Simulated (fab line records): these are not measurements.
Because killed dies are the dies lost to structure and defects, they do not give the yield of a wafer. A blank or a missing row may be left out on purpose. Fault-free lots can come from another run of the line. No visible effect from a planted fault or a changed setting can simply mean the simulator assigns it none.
Which tool was responsible? || flow ritCmos || 21 wafers from 7 lots sampled at 3 of the route's 202 steps

## WHAT THE GAUGES SHOWED, per wafer
RIT_CONTACT_OVL_MEAS_09.
{"lot": "L224", "measured": "day 3 22:01", "on": "overlay-02", "CONTACT_OVL (nm)": "-1.0 -1.2 -1.2"}
{"lot": "L226", "measured": "day 4 04:04", "on": "overlay-02", "CONTACT_OVL (nm)": "-2.1 -2.9 -3.0"}
{"lot": "L229", "measured": "day 4 20:51", "on": "overlay-02", "CONTACT_OVL (nm)": "0.2 0.3 1.5"}
{"lot": "L231", "measured": "day 5 06:21", "on": "overlay-02", "CONTACT_OVL (nm)": "-0.2 -2.1 -3.2"}
{"lot": "L234", "measured": "day 6 00:24", "on": "overlay-01", "CONTACT_OVL (nm)": "-2.7 -2.5 -4.7"}
{"lot": "L240", "measured": "day 7 02:42", "on": "overlay-01", "CONTACT_OVL (nm)": "-151.7 -151.5 -151.1 -150.7 -150.9 -149.5"}
{"lot": "L242", "measured": "day 7 09:32", "on": "overlay-02", "CONTACT_OVL (nm)": "0.2 0.8 1.7"}

## TOOL THAT RAN EACH LOT (tool first, then ch and the chambers of the sampled wafers, then the start)
{"lot": "L224", "RIT_GATE_STRIP_20": "plasmaAsher-04 ch 0,1, day 3 04:00", "RIT_CONTACT_EXPOSE_05": "ilineStepper-02 ch 0, day 3 21:22"}
{"lot": "L226", "RIT_GATE_STRIP_20": "plasmaAsher-01 ch 0,1, day 3 11:28", "RIT_CONTACT_EXPOSE_05": "ilineStepper-01 ch 0, day 4 03:23"}
{"lot": "L229", "RIT_GATE_STRIP_20": "plasmaAsher-02 ch 0,1, day 4 03:43", "RIT_CONTACT_EXPOSE_05": "ilineStepper-02 ch 0, day 4 20:15"}
{"lot": "L231", "RIT_GATE_STRIP_20": "plasmaAsher-01 ch 0,1, day 4 15:31", "RIT_CONTACT_EXPOSE_05": "ilineStepper-01 ch 0, day 5 05:43"}
{"lot": "L234", "RIT_GATE_STRIP_20": "plasmaAsher-01 ch 0,1, day 5 08:29", "RIT_CONTACT_EXPOSE_05": "ilineStepper-01 ch 0, day 5 23:46"}
{"lot": "L240", "RIT_GATE_STRIP_20": "plasmaAsher-04 ch 0,1, day 6 12:07", "RIT_CONTACT_EXPOSE_05": "ilineStepper-02 ch 0, day 7 02:05"}
{"lot": "L242", "RIT_GATE_STRIP_20": "plasmaAsher-01 ch 0,1, day 6 18:11", "RIT_CONTACT_EXPOSE_05": "ilineStepper-01 ch 0, day 7 08:55"}
- RIT_GATE_STRIP_20: strips in O2, time 180 s.
- RIT_CONTACT_EXPOSE_05: exposes mask M11, target cd 1000 nm.

## THE ANSWER, worked out from the rows above alone
Rule: the lots themselves supply what counts as usual. Put in order of their means at a reading, lots are off if they are a third of the lots or fewer, leave a main group of 4 or more, and stand apart from it by a gap of 3 or more times the standard deviation of the main group's means; of several such gaps the widest counts. Not used: any main group whose means are identical at the precision the tables above print for the reading. Also off: a lot with no number at a reading for which 4 or more lots have one. The other lots that the step has rows for count as sound.
Off: at RIT_CONTACT_OVL_MEAS_09 (CONTACT_OVL), L240. Main group: mean -1.2 nm, sd 1.6.
If a tool, at a process step before that reading, ran all the lots that are off and no sound lot after the first of them, it fits. Those tools and the gauges at RIT_CONTACT_OVL_MEAS_09 are tried in the same way. Can't be told from this: 3 tools fit, plasmaAsher-04 at RIT_GATE_STRIP_20, ilineStepper-02 at RIT_CONTACT_EXPOSE_05, overlay-01 at RIT_CONTACT_OVL_MEAS_09.

## WHAT THE SIMULATOR PUT IN
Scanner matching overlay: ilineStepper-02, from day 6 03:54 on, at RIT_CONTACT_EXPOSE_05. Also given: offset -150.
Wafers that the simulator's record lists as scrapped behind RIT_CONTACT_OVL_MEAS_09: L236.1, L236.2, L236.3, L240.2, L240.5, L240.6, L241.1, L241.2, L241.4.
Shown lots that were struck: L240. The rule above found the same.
